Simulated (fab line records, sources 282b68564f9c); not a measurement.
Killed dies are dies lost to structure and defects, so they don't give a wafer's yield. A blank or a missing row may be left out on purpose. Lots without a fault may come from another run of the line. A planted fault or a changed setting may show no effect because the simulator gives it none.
Which tool did it? | flow rit_cmos | 7 lots, 21 wafers sampled, at 2 steps of a route of 202

WHAT THE GAUGES READ, wafer by wafer
RIT_NRETRO_TW_MEAS_10.
lot  | measured    | on            | NRETRO_TW
L223 | day 2 13:41 | film_metro-02 | 1048 1046 1055
L228 | day 3 12:14 | film_metro-04 | 1063 1062 1063
L230 | day 3 22:46 | film_metro-04 | 1063 1062 1059
L234 | day 4 17:49 | film_metro-03 | 1046 1055 1053
L240 | day 6 05:46 | film_metro-03 | 931 934 932 932 935 927
L243 | day 6 18:07 | film_metro-04 | 1064 1068 1064
L245 | day 7 02:01 | film_metro-02 | 1047 1045 1048

WHICH TOOL RAN EACH LOT (tool, then ch and the chambers of the sampled wafers, then the start)
lot  | RIT_NRETRO_IMPLANT_08
L223 | implanter-04 ch 0, day 2 13:23
L228 | implanter-04 ch 0, day 3 11:55
L230 | implanter-02 ch 0, day 3 22:26
L234 | implanter-03 ch 0, day 4 17:30
L240 | implanter-03 ch 0, day 6 05:26
L243 | implanter-04 ch 0, day 6 17:47
L245 | implanter-04 ch 0, day 7 01:44
- RIT_NRETRO_IMPLANT_08

THE ANSWER, worked out from the rows above alone
Rule: what is usual is taken from the lots themselves. Put in order of their means at a reading, lots are off if they are a third of the lots or fewer, leave a main group of 4 or more, and stand apart from it by a gap of 3 or more times the standard deviation of the main group's means; of several such gaps the widest counts. A main group whose means are all the same, to the digits that the tables above print for the reading, isn't used. A lot without any number at a reading at which 4 lots or more have one is off too. The other lots that the step has rows for count as sound.
Off: L240, at RIT_NRETRO_TW_MEAS_10 (NRETRO_TW). The main group: mean 1056, standard deviation 7.2.
A tool fits if, at a process step before that reading, it ran every lot that is off, and no sound lot after the first of them. The gauges at RIT_NRETRO_TW_MEAS_10 are tried like those tools. Can't be told from this: 2 tools fit, implanter-03 at RIT_NRETRO_IMPLANT_08, film_metro-03 at RIT_NRETRO_TW_MEAS_10.

WHAT THE SIMULATOR HAD PUT IN
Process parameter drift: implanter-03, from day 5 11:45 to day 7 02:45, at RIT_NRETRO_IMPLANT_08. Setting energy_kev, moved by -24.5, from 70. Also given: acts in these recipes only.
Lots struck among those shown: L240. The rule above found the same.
